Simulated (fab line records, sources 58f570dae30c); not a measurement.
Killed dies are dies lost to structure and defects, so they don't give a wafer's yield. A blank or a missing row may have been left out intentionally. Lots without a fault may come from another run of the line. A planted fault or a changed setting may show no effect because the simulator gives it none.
What tool caused it? | flow berkeley_cmos170 | 15 lots with 45 wafers sampled at 6 steps, on a route of 331 steps

== WHAT THE GAUGES READ, wafer by wafer ==
UCB170_NWELL_THK_MEAS_05.
lot  | measured    | on            | NWELL_NITRIDE_THK (nm)
L707 | day 2 15:31 | film_metro-02 | 225.6 224.2 224.7
L710 | day 2 22:53 | film_metro-02 | 226.0 223.8 224.4
L711 | day 2 22:53 | film_metro-01 | 225.1 225.3 225.0
L715 | day 4 06:50 | film_metro-04 | 225.1 223.7 223.6
L717 | day 4 17:30 | film_metro-04 | 221.4 221.8 221.7
L718 | day 4 17:31 | film_metro-02 | 225.0 225.3 223.0
L720 | day 5 03:09 | film_metro-01 | 223.0 221.2 224.2
L722 | day 5 10:30 | film_metro-04 | 223.7 221.1 221.0
L723 | day 5 18:53 | film_metro-04 | 228.9 227.4 228.0
L724 | day 6 00:20 | film_metro-01 | 219.7 220.6 220.9
L725 | day 6 00:20 | film_metro-04 | 225.4 224.9 224.3
L726 | day 6 09:21 | film_metro-02 | 225.6 226.4 227.1
L727 | day 6 09:24 | film_metro-02 | 223.7 225.6 224.5
L728 | day 6 21:30 | film_metro-02 | 228.8 228.2 227.4
L729 | day 6 21:31 | film_metro-01 | 225.6 226.4 225.4

UCB170_SILICIDE_RS_MEAS_02: measurement is done with a four-point probe.
lot  | measured     | on            | SILICIDE_TI_RS (ohm/sq)
L707 | day 7 18:08  | film_metro-01 | 26.36 26.08 26.36
L710 | day 7 19:44  | film_metro-01 | 26.40 25.84 26.10
L711 | day 7 23:02  | film_metro-03 | 25.90 25.44 25.69
L715 | day 9 09:00  | film_metro-04 | 26.40 26.21 26.34
L717 | day 10 08:19 | film_metro-04 | - - -
L718 | day 9 20:15  | film_metro-04 | - - -
L720 | day 10 06:46 | film_metro-01 | - - -
L722 | day 10 21:33 | film_metro-04 | 26.37 26.81 26.79
L723 | day 10 21:21 | film_metro-04 | 26.14 26.39 26.04
L724 | day 11 07:23 | film_metro-04 | 26.39 26.34 26.37
L725 | day 11 07:40 | film_metro-04 | 25.89 25.95 25.97
L726 | day 11 13:54 | film_metro-04 | 26.20 26.10 26.39
L727 | day 11 14:24 | film_metro-03 | 26.04 25.91 25.88
L728 | day 12 05:47 | film_metro-04 | 26.84 26.76 26.62
L729 | day 12 06:08 | film_metro-01 | 26.33 26.14 26.20

UCB170_SILICIDE_THK_MEAS_03: measures by xrf.
lot  | measured     | on            | SILICIDE_TI_THK (nm)
L707 | day 7 18:14  | film_metro-01 | 30.03 30.23 29.95
L710 | day 7 19:51  | film_metro-01 | 29.93 30.45 30.17
L711 | day 7 23:09  | film_metro-03 | 30.26 30.69 30.45
L715 | day 9 09:07  | film_metro-04 | 29.71 30.11 29.76
L717 | day 10 08:26 | film_metro-04 | <0.00 <0.00 <0.00
L718 | day 9 20:22  | film_metro-04 | <0.00 <0.00 <0.00
L720 | day 10 06:53 | film_metro-01 | <0.00 <0.00 <0.00
L722 | day 10 21:40 | film_metro-04 | 29.90 29.33 29.32
L723 | day 10 21:26 | film_metro-04 | 29.95 29.72 30.20
L724 | day 11 07:31 | film_metro-04 | 29.87 29.99 30.03
L725 | day 11 07:47 | film_metro-04 | 30.25 30.14 30.11
L726 | day 11 14:01 | film_metro-04 | 29.95 30.08 29.77
L727 | day 11 14:31 | film_metro-03 | 30.17 30.38 30.33
L728 | day 12 05:54 | film_metro-04 | 29.29 29.25 29.28
L729 | day 12 06:15 | film_metro-01 | 29.75 30.04 30.08

UCB170_V1_CD_MEAS_90: the cd target is 700 nm.
lot  | measured     | on        | cd_nm (nm)
L707 | day 8 04:41  | cd_sem-01 | 698.4 699.6 698.8
L710 | day 8 08:02  | cd_sem-02 | 700.0 700.2 700.0
L711 | day 8 11:10  | cd_sem-02 | 699.6 702.3 701.0
L715 | day 9 19:09  | cd_sem-02 | 700.1 699.3 700.5
L722 | day 11 10:08 | cd_sem-01 | 698.9 697.5 698.4
L723 | day 11 08:37 | cd_sem-01 | 697.0 698.5 698.0
L724 | day 11 18:02 | cd_sem-02 | 698.4 698.3 698.6
L725 | day 11 19:04 | cd_sem-02 | 698.8 696.9 698.8
L726 | day 12 02:54 | cd_sem-02 | 698.7 697.6 697.7
L727 | day 12 03:10 | cd_sem-01 | 697.7 698.5 697.4
L728 | day 12 18:00 | cd_sem-01 | 699.4 698.3 700.3
L729 | day 12 16:09 | cd_sem-02 | 695.7 696.2 695.8

UCB170_M2_RS_MEAS_02: measurement is done with a four-point probe.
lot  | measured     | on            | M2_AL_RS (ohm/sq)
L707 | day 8 04:58  | film_metro-01 | 0.03218 0.03236 0.0323
L710 | day 8 08:18  | film_metro-01 | 0.03207 0.03185 0.03172
L711 | day 8 11:26  | film_metro-04 | 0.03216 0.03205 0.03218
L715 | day 9 19:25  | film_metro-03 | 0.03156 0.03203 0.03166
L722 | day 11 10:24 | film_metro-01 | 0.03174 0.03223 0.03216
L723 | day 11 08:53 | film_metro-04 | 0.03192 0.032 0.03198
L724 | day 11 18:18 | film_metro-01 | 0.03189 0.03195 0.03174
L725 | day 11 19:20 | film_metro-03 | 0.03169 0.0316 0.03145
L726 | day 12 03:10 | film_metro-04 | 0.03174 0.0318 0.03182
L727 | day 12 03:26 | film_metro-04 | 0.03224 0.03199 0.03235
L728 | day 12 18:16 | film_metro-01 | 0.03168 0.03172 0.03178
L729 | day 12 16:25 | film_metro-01 | 0.032 0.03207 0.03199

== TOOL THAT RAN EACH LOT (tool first, then ch and the chambers of the sampled wafers, then the start) ==
lot  | UCB170_SILICIDE_SPUTTER_01
L707 | pvd_sputter-01, day 7 18:04
L710 | pvd_sputter-02, day 7 19:42
L711 | pvd_sputter-01, day 7 23:00
L715 | pvd_sputter-03, day 9 08:57
L717 | pvd_sputter-01, day 10 08:17
L718 | pvd_sputter-03, day 9 20:12
L720 | pvd_sputter-02, day 10 06:44
L722 | pvd_sputter-02, day 10 21:31
L723 | pvd_sputter-01, day 10 21:16
L724 | pvd_sputter-01, day 11 07:18
L725 | pvd_sputter-03, day 11 07:38
L726 | pvd_sputter-01, day 11 13:51
L727 | pvd_sputter-03, day 11 14:22
L728 | pvd_sputter-02, day 12 05:45
L729 | pvd_sputter-03, day 12 06:05
- UCB170_SILICIDE_SPUTTER_01: material Ti, target thk 30 nm, time 25 s.

== WHAT THE TOOLS THEMSELVES READ (means of the sampled wafers that have a number; where no wafer has one, the mark that the record gives instead) ==
UCB170_SILICIDE_SPUTTER_01.
lot  | tool           | cathode_dc_power_W (W) | chamber_pressure_pa (Pa) | throttle_valve_pct (%)
L707 | pvd_sputter-01 | 1500.0                 | 0.4993                   | 29.5
L710 | pvd_sputter-02 | 1500.0                 | 0.5000                   | 29.3
L711 | pvd_sputter-01 | 1500.1                 | 0.4988                   | 28.9
L715 | pvd_sputter-03 | 1500.1                 | 0.4998                   | 30.0
L717 | pvd_sputter-01 | -                      | -                        | -
L718 | pvd_sputter-03 | -                      | -                        | -
L720 | pvd_sputter-02 | -                      | -                        | -
L722 | pvd_sputter-02 | 1500.0                 | 0.5009                   | 29.2
L723 | pvd_sputter-01 | 1500.0                 | 0.4991                   | 29.1
L724 | pvd_sputter-01 | 1499.8                 | 0.5001                   | 28.8
L725 | pvd_sputter-03 | 1500.0                 | 0.5000                   | 29.9
L726 | pvd_sputter-01 | 1500.0                 | 0.4998                   | 29.3
L727 | pvd_sputter-03 | 1500.0                 | 0.4996                   | 29.4
L728 | pvd_sputter-02 | 1499.9                 | 0.4988                   | 29.5
L729 | pvd_sputter-03 | 1500.3                 | 0.4995                   | 29.5

== THE ANSWER, worked out from the rows above alone ==
Rule: usual is defined by the lots themselves. The widest of any qualifying gaps counts: lots, ordered by their means at a reading, are off when they make up no more than a third of the lots, leave a main group of 4 or more, and stand apart from it by 3 or more times the standard deviation of that group's means. If all means in a main group match to the digits the tables above print for the reading, that group is not used. Also off: a lot with no number at a reading for which 4 or more lots have one. Where the step has rows for the other lots, those lots are counted as sound. First the gauges in route order, then the tools' own readings, where a lot's mean is used as printed above. At the first step where some lot is off, the reading lying furthest off is the one used; lots without a number count as furthest.
Off: at UCB170_SILICIDE_RS_MEAS_02 (SILICIDE_TI_RS), L717, L718, L720. Without a number there: L717, L718, L720. The main group has a mean of 26.22 ohm/sq with a standard deviation of 0.28.
A tool fits if, at a process step before that reading, it ran every lot that is off, and no sound lot after the first of them. The gauges at UCB170_SILICIDE_RS_MEAS_02 aren't tried: what is off there is off at UCB170_SILICIDE_SPUTTER_01 too, on other tools, and a gauge's error can't cause that. No candidate that was tried fits.

== WHAT THE SIMULATOR PUT IN ==
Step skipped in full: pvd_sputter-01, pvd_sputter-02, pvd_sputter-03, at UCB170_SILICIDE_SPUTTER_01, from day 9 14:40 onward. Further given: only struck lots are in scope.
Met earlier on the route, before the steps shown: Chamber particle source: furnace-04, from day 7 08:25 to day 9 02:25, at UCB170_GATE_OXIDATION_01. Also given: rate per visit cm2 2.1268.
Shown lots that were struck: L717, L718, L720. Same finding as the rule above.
